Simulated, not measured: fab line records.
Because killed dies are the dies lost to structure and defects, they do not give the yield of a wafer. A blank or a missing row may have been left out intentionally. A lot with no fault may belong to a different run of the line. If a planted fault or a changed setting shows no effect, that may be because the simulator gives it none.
A struck lot beside a sound one + flow berkeley cmos170 + 19 steps out of a route of 331
Sound: wafers L127.1, L127.3, L127.5. Wafers struck: L136.1, L136.5, L136.6. Last of all comes the cause.
At each step with rows: each side's tool, then ch and its chambers, then its first start. Under that, the readings that differ: sound wafers + struck wafers + difference of the means + sigmas: that difference in standard deviations of wafers without a fault.
alike: words and numbers the same on both sides, and readings whose means are apart by under 2 such deviations; not compared: readings that were withheld, readings missing a value for some wafer, numbers with overlapping values and no deviation given by the record, and bounds like >300 which may hide the same value.
The two part at a step that has a row with sigmas, a row that says differs or no value, or rows on one side only. Numbers that have no deviation but don't overlap get no sigmas and don't part them. A reading that every wafer of one side lacks parts them only if that side has two wafers or more.

UCB170_V2_STRIP_15: strips in O2.
  sound on plasma asher-03 ch 0,1, day 7 04:47; struck on plasma asher-01 ch 0,1, day 9 11:22
  alike: drypump motor current A, oes product au, strip time to endpoint s
  not compared: rf hours counter h
UCB170_V2_CD_MEAS_90: the cd target is 700 nm.
  struck on cd sem-01, day 9 11:28; sound on cd sem-02, day 7 04:53
  alike: cd nm
then, 1 step without rows for these wafers: UCB170_M3_PRE_CLEAN_00 (preclean etch time 60 s).
UCB170_M3_SPUTTER_01: material Al, target thk 900 nm, time 120 s.
  struck on pvd sputter-02, day 9 11:39; sound on pvd sputter-02, day 7 05:04
  alike: throttle valve pct
UCB170_M3_RS_MEAS_02: uses a four-point probe to measure.
  struck on film metro-03, day 9 11:44; sound on film metro-03, day 7 05:09
  alike: M3_AL_RS
UCB170_M3_THK_MEAS_03: measures by xrf.
  struck on film metro-03, day 9 11:51; sound on film metro-03, day 7 05:16
  alike: M3_AL_THK
then, 3 steps without rows for these wafers: UCB170_M3_HMDS_04 (prime time 60 s); UCB170_M3_COAT_05 (resist thk 900 nm); UCB170_M3_SOFTBAKE_06 (time 60 s).
UCB170_M3_STRIP_07: strips in O2.
  sound on plasma asher-01 ch 1, day 7 05:47; struck on plasma asher-04 ch 0,1, day 9 12:22
| reading                     | sound       | struck      | difference | sigmas |
|-----------------------------|-------------|-------------|------------|--------|
| drypump motor current A (A) | 5.2 5.2 5.2 | 6.1 6.0 6.4 | +1.0       | +2     |
  alike: oes product au, strip time to endpoint s
  not compared: rf hours counter h
then, 2 steps without rows for these wafers: UCB170_M3_STRIP_08 (strips KrF in DMSO, time 600 s); UCB170_M3_COAT_09.
UCB170_M3_COAT_10: resist thk 900 nm.
  sound on litho track-02 ch 0, day 7 06:00; struck on litho track-02 ch 0, day 9 12:00
| reading                             | sound                | struck               | difference | sigmas |
|-------------------------------------|----------------------|----------------------|------------|--------|
| spin speed rpm (rpm)                | 1500.5 1501.0 1499.2 | 1446.9 1445.7 1446.5 | -53.9      | -56    |
| model.KrF_of_M3_COAT_10.thk nm (nm) | 899.4 901 902        | 916.6 918.9 917.5    | +16.9      |        |
then, 3 steps without rows for these wafers: UCB170_M3_SOFTBAKE_11 (time 60 s); UCB170_M3_EXPOSE_12 (exposes mask METAL3, target cd 700 nm); UCB170_M3_PEB_13.
UCB170_M3_DEVELOP_14: develop time 45 s.
  sound on litho track-02 ch 0; struck on litho track-03 ch 0
| reading                             | sound             | struck            | difference | sigmas |
|-------------------------------------|-------------------|-------------------|------------|--------|
| model.KrF_of_M3_COAT_10.thk nm (nm) | 885.1 886.8 887.8 | 902.4 904.7 903.3 | +16.9      |        |
  alike: developer temp C
UCB170_M3_CD_MEAS_15: the cd target is 700 nm.
  struck on cd sem-02, day 9 13:37; sound on cd sem-02, day 7 07:37
  alike: cd nm
UCB170_M3_PROBE_99:
  the record has rows for the struck wafers here (prober-02, day 9 14:23) and none for the sound ones

== WHERE THEY PART ==
Last at UCB170_M3_PROBE_99 as far as this record goes, first at UCB170_M3_STRIP_07.

WHY: the cause the simulator had injected
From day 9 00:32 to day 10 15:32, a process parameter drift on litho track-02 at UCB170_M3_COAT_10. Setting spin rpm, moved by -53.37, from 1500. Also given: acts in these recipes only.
